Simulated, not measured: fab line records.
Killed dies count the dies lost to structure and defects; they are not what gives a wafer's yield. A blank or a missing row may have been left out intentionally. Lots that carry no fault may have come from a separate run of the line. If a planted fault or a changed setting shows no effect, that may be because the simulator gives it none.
Which of the tools did it? / flow berkeley-cmos170 / 21 wafers from 7 lots sampled at 4 of the route's 331 steps

== WHAT EACH GAUGE READ, for each wafer ==
UCB170_M2_RS_MEAS_02: a four-point-probe measurement.
lot=L954; measured=day 7 21:53; on=film-metro-03; M2_AL_RS (ohm/sq)=0.0162 0.0159 0.0160 0.0161 0.0159 0.0161
lot=L956; measured=day 8 09:12; on=film-metro-03; M2_AL_RS (ohm/sq)=0.0321 0.0324 0.0319
lot=L960; measured=day 9 03:23; on=film-metro-01; M2_AL_RS (ohm/sq)=0.0162 0.0159 0.0160 0.0162 0.0160 0.0160
lot=L963; measured=day 10 00:17; on=film-metro-03; M2_AL_RS (ohm/sq)=0.0323 0.0320 0.0324
lot=L966; measured=day 10 10:32; on=film-metro-01; M2_AL_RS (ohm/sq)=0.0325 0.0324 0.0332
lot=L968; measured=day 11 08:13; on=film-metro-04; M2_AL_RS (ohm/sq)=0.0326 0.0327 0.0327
lot=L969; measured=day 12 00:26; on=film-metro-01; M2_AL_RS (ohm/sq)=0.0330 0.0324 0.0329

== EACH LOT AND THE TOOL THAT RAN IT (in order: tool; ch and the chambers of the sampled wafers; start) ==
lot=L954; UCB170_M1_ETCH_11=rie-diel-04 ch 0,1, day 7 13:08; UCB170_V1_ETCH_14=rie-diel-04 ch 0,2, day 7 20:41; UCB170_M2_SPUTTER_01=pvd-sputter-03, day 7 21:33
lot=L956; UCB170_M1_ETCH_11=rie-diel-03 ch 1,2, day 8 02:19; UCB170_V1_ETCH_14=rie-diel-04 ch 1,2, day 8 08:39; UCB170_M2_SPUTTER_01=pvd-sputter-03, day 8 09:07
lot=L960; UCB170_M1_ETCH_11=rie-diel-03 ch 1,3, day 8 20:41; UCB170_V1_ETCH_14=rie-diel-03 ch 1,2,3, day 9 02:35; UCB170_M2_SPUTTER_01=pvd-sputter-03, day 9 03:02
lot=L963; UCB170_M1_ETCH_11=rie-diel-01 ch 0,3, day 9 16:14; UCB170_V1_ETCH_14=rie-diel-04 ch 0,1,2, day 9 23:44; UCB170_M2_SPUTTER_01=pvd-sputter-02, day 10 00:12
lot=L966; UCB170_M1_ETCH_11=rie-diel-01 ch 1,2,3, day 10 03:38; UCB170_V1_ETCH_14=rie-diel-04 ch 0,3, day 10 09:59; UCB170_M2_SPUTTER_01=pvd-sputter-02, day 10 10:28
lot=L968; UCB170_M1_ETCH_11=rie-diel-04 ch 0,1,3, day 11 00:57; UCB170_V1_ETCH_14=rie-diel-02 ch 0,1,2, day 11 07:39; UCB170_M2_SPUTTER_01=pvd-sputter-02, day 11 08:07
lot=L969; UCB170_M1_ETCH_11=rie-diel-01 ch 0,1,2, day 11 17:53; UCB170_V1_ETCH_14=rie-diel-02 ch 2,3, day 11 23:53; UCB170_M2_SPUTTER_01=pvd-sputter-03, day 12 00:22
- UCB170_M1_ETCH_11: etches BARC in N2/H2.
- UCB170_V1_ETCH_14: etches SiO2 in CHF3/CF4/Ar, stops on Al, target depth 1250 nm, time 291 s.
- UCB170_M2_SPUTTER_01: material Al, target thk 900 nm, time 120 s.

== THE ANSWER, worked out from the rows above alone ==
Rule: the lots themselves supply what counts as usual. The widest of any qualifying gaps counts: lots, ordered by their means at a reading, are off when they make up no more than a third of the lots, leave a main group of 4 or more, and stand apart from it by 3 or more times the standard deviation of that group's means. If all means in a main group match to the digits the tables above print for the reading, that group is not used. Also off: a lot with no number at a reading for which 4 or more lots have one. The other lots that the step has rows for count as sound.
Off: L954, L960, at UCB170_M2_RS_MEAS_02 (M2_AL_RS). Mean 0.0325 ohm/sq and standard deviation 0.00026 in the main group.
A tool fits if, at a process step before that reading, it ran every lot that is off, and no sound lot after the first of them. Those tools and the gauges at UCB170_M2_RS_MEAS_02 are tried in the same way. No candidate that was tried fits.

== WHAT WAS PUT IN BY THE SIMULATOR ==
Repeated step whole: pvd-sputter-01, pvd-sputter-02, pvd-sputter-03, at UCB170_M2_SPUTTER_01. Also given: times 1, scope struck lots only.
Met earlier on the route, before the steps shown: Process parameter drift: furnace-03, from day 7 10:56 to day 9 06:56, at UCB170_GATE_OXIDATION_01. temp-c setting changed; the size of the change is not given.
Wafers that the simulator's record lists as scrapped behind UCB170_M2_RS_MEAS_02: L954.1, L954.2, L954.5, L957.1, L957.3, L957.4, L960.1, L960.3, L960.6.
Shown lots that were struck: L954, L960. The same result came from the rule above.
